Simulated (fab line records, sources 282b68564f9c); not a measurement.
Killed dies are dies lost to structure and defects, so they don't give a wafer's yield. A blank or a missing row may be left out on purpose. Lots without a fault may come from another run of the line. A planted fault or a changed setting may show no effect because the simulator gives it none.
Split-lot experiment | flow rit_cmos | 5 lots, 23 wafers read, on a route of 202 steps

THE SPLIT
At RIT_GATE_CVD_08 (deposits poly-Si from SiH4, target thk 250 nm, time 2220 s), the setting time_s was moved away from the recipe's 2220 s on 20 of the 23 wafers read, by -11.2% to +13.7%. The other wafers ran this setting at the recipe's value.

FROM THE SPLIT TO THE READING: what the file shows between them, 3 steps
- RIT_GATE_THK_MEAS_09
- RIT_GATE_DEVELOP_15: develop time 50 s (also split here: dev_temp_c)
- RIT_GATE_HARDBAKE_18: time 60 s

THE READING
oes_product_au, in a.u., at RIT_GATE_ETCH_19 (etches poly-Si in SF6/CHF3/O2, stops on SiO2, time 165 s, target depth 312.5 nm). Fault-free wafers of this fab line usually give 0.850 a.u., standard deviation 0.013 a.u..

wafer  | tool, chamber at the split | time_s as run, s | against the recipe | oes_product_au, a.u. | against lot-mates on the recipe
L074.1 | -, -                       | 1990             | -10.4%             | 0.795                | no lot-mate on the recipe
L074.2 | -, -                       | 1990             | -10.4%             | 0.788                | no lot-mate on the recipe
L074.3 | -, -                       | 1990             | -10.4%             | 0.770                | no lot-mate on the recipe
L074.4 | -, -                       | 1990             | -10.4%             | 0.788                | no lot-mate on the recipe
L074.6 | -, -                       | 1990             | -10.4%             | 0.774                | no lot-mate on the recipe
L077.1 | -, -                       | 2525             | +13.7%             | 0.936                | no lot-mate on the recipe
L077.2 | -, -                       | 2525             | +13.7%             | 0.939                | no lot-mate on the recipe
L077.4 | -, -                       | 2525             | +13.7%             | 0.954                | no lot-mate on the recipe
L077.5 | -, -                       | 2525             | +13.7%             | 0.955                | no lot-mate on the recipe
L077.6 | -, -                       | 2525             | +13.7%             | 0.918                | no lot-mate on the recipe
L078.1 | lpcvd-01, 0                | 2220             | recipe             | 0.845                | -
L078.2 | lpcvd-01, 0                | 2220             | recipe             | 0.845                | -
L078.6 | lpcvd-01, 0                | 2220             | recipe             | 0.859                | -
L080.1 | -, -                       | 1972             | -11.2%             | 0.787                | no lot-mate on the recipe
L080.2 | -, -                       | 1972             | -11.2%             | 0.789                | no lot-mate on the recipe
L080.3 | -, -                       | 1972             | -11.2%             | 0.793                | no lot-mate on the recipe
L080.4 | -, -                       | 1972             | -11.2%             | 0.808                | no lot-mate on the recipe
L080.5 | -, -                       | 1972             | -11.2%             | 0.795                | no lot-mate on the recipe
L084.1 | -, -                       | 2449             | +10.3%             | 0.922                | no lot-mate on the recipe
L084.2 | -, -                       | 2449             | +10.3%             | 0.888                | no lot-mate on the recipe
L084.3 | -, -                       | 2449             | +10.3%             | 0.903                | no lot-mate on the recipe
L084.4 | -, -                       | 2449             | +10.3%             | 0.920                | no lot-mate on the recipe
L084.6 | -, -                       | 2449             | +10.3%             | 0.892                | no lot-mate on the recipe

THE FIT
A straight line over all 23 wafers: oes_product_au changes by +0.00592 a.u. for each +1% of time_s; r = +0.98; the points scatter about the line by 0.014 a.u..
Too few moved wafers have a lot-mate on the recipe to fit a line with each lot's own level taken away.

THE WHOLE CHAIN: every reading that the file lists as answering this split, in the file's order
step                 | what it does                                                                    | reading                                                                        | change (the file's fit)                   | r (the file's)
RIT_GATE_CVD_08      | deposits poly-Si from SiH4, target thk 250 nm, time 2220 s                      | poly-Si_of_GATE_CVD_08.thk_nm (the simulator's own value, which no gauge read) | +2.41 nm for each +1% of the setting      | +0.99
RIT_GATE_THK_MEAS_09 |                                                                                 | GATE_POLY_THK                                                                  | +2.42 for each +1% of the setting         | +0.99
RIT_GATE_ETCH_19     | etches poly-Si in SF6/CHF3/O2, stops on SiO2, time 165 s, target depth 312.5 nm | oes_product_au                                                                 | +0.00593 a.u. for each +1% of the setting | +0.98

THE FILE'S OWN FIT
oes_product_au changes by +0.00593 a.u. for each +1% of time_s, r = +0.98.
